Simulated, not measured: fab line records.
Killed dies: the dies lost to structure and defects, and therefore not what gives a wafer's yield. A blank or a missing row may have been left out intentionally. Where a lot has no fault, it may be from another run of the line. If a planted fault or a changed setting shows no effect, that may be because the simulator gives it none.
Struck lot and sound lot, side by side    flow rit_cmos    14 steps out of a route of 202
Sound: wafers L688.2, L688.4, L688.5. Struck: wafers L687.2, L687.4, L687.5. The cause comes at the end.
At each step with rows: each side's tool, then ch and its chambers, then its first start. Under that, the readings that differ: sound wafers    struck wafers    difference of the means    sigmas: that difference in standard deviations of wafers without a fault.
alike: words and numbers the same on both sides, and readings whose means are apart by under 2 such deviations; not compared: readings that were withheld, readings missing a value for some wafer, numbers with overlapping values and no deviation given by the record, and bounds like >300 which may hide the same value.
A row with sigmas, a row that says differs or no value, or rows on one side alone: a step with any of these is where the two part. Numbers that have no deviation but don't overlap get no sigmas and don't part them. A reading missing from all wafers of one side parts the sides only when that side holds two or more wafers.

first, 2 steps without rows for these wafers: RIT_PWELL_HARDBAKE_07 (time 120 s); RIT_PWELL_IMPLANT_08.
RIT_PWELL_STRIP_09: strips in O2, time 180 s.
  sound on plasma_asher-03 ch 0, day 5 11:25; struck on plasma_asher-04 ch 0,1, day 5 04:38
  alike: drypump_motor_current_A
  not compared: rf_hours_counter_h
RIT_PWELL_TW_MEAS_10:
  sound: film_metro-01 at day 5 11:37; struck: film_metro-01 at day 5 04:49
  alike: PWELL_TW
then, 1 step without rows for these wafers: RIT_WELLDRIVE_ANNEAL_00 (time 14700 s).
RIT_WELLDRIVE_RS_MEAS_01: uses a four-point probe to measure.
  sound: film_metro-01 at day 5 16:59; struck: film_metro-01 at day 5 09:58
  alike: NWELL_RS
RIT_WELLDRIVE_RS_MEAS_02: uses a four-point probe to measure.
  sound: film_metro-01 at day 5 17:06; struck: film_metro-01 at day 5 10:05
  alike: PWELL_RS
then, 5 steps without rows for these wafers: RIT_NRETRO_HMDS_00 (prime time 60 s); RIT_NRETRO_COAT_01 (resist thk 1300 nm); RIT_NRETRO_SOFTBAKE_02 (time 60 s); RIT_NRETRO_EXPOSE_03 (exposes mask M4, target cd 43900 nm); RIT_NRETRO_PEB_04.
RIT_NRETRO_DEVELOP_05: develop time 68 s.
  struck on litho_track-01, day 5 10:00; sound on litho_track-02 ch 0, day 5 17:00
  no value came back on the struck wafers for chill_plate_temp_C (C), develop_time_s (s), developer_temp_C (C); on the sound wafers chill_plate_temp_C (C) reads 22.97 22.96 23.06
RIT_NRETRO_OVL_MEAS_06:
  sound: overlay-01 at day 5 18:05; struck: overlay-01 at day 5 11:04
reading          sound        struck  difference                     sigmas
NRETRO_OVL (nm)  2.0 0.6 1.3  - - -   no value on the struck wafers  

## WHERE THEY PART
Last at RIT_NRETRO_OVL_MEAS_06 as far as this record goes, first at RIT_NRETRO_DEVELOP_05.

WHY: whatever the simulator had introduced
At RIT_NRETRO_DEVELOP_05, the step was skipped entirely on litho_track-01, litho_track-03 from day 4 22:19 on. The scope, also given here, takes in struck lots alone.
